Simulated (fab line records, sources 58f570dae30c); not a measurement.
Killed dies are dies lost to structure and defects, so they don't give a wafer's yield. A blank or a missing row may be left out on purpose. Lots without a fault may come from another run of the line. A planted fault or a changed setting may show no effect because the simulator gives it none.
Which tool did it? | flow berkeley_cmos170 | 7 lots, 21 wafers sampled, at 1 step of a route of 331

WHAT THE GAUGES READ, wafer by wafer
UCB170_FIELD_THK_MEAS_91.
lot  | measured     | on            | FIELD_OXIDE_LEFT_2_THK (nm)
L539 | day 6 11:22  | film_metro-04 | 356 352 349
L540 | day 6 11:28  | film_metro-04 | 338 355 350
L546 | day 7 10:32  | film_metro-04 | 337 360 344
L549 | day 7 21:05  | film_metro-03 | 341 341 343
L553 | day 9 03:31  | film_metro-04 | 339 339 343
L561 | day 10 04:13 | film_metro-04 | 364 357 365
L559 | day 10 04:51 | film_metro-03 | 365 373 372

WHICH TOOL RAN EACH LOT (tool, then ch and the chambers of the sampled wafers, then the start)
The record holds no process step before these readings.

THE ANSWER, worked out from the rows above alone
Rule: what is usual is taken from the lots themselves. Put in order of their means at a reading, lots are off if they are a third of the lots or fewer, leave a main group of 4 or more, and stand apart from it by a gap of 3 or more times the standard deviation of the main group's means; of several such gaps the widest counts. A main group whose means are all the same, to the digits that the tables above print for the reading, isn't used. A lot without any number at a reading at which 4 lots or more have one is off too. The other lots that the step has rows for count as sound.
No lot is off at any reading shown: from this, nothing can be told.

WHAT THE SIMULATOR HAD PUT IN
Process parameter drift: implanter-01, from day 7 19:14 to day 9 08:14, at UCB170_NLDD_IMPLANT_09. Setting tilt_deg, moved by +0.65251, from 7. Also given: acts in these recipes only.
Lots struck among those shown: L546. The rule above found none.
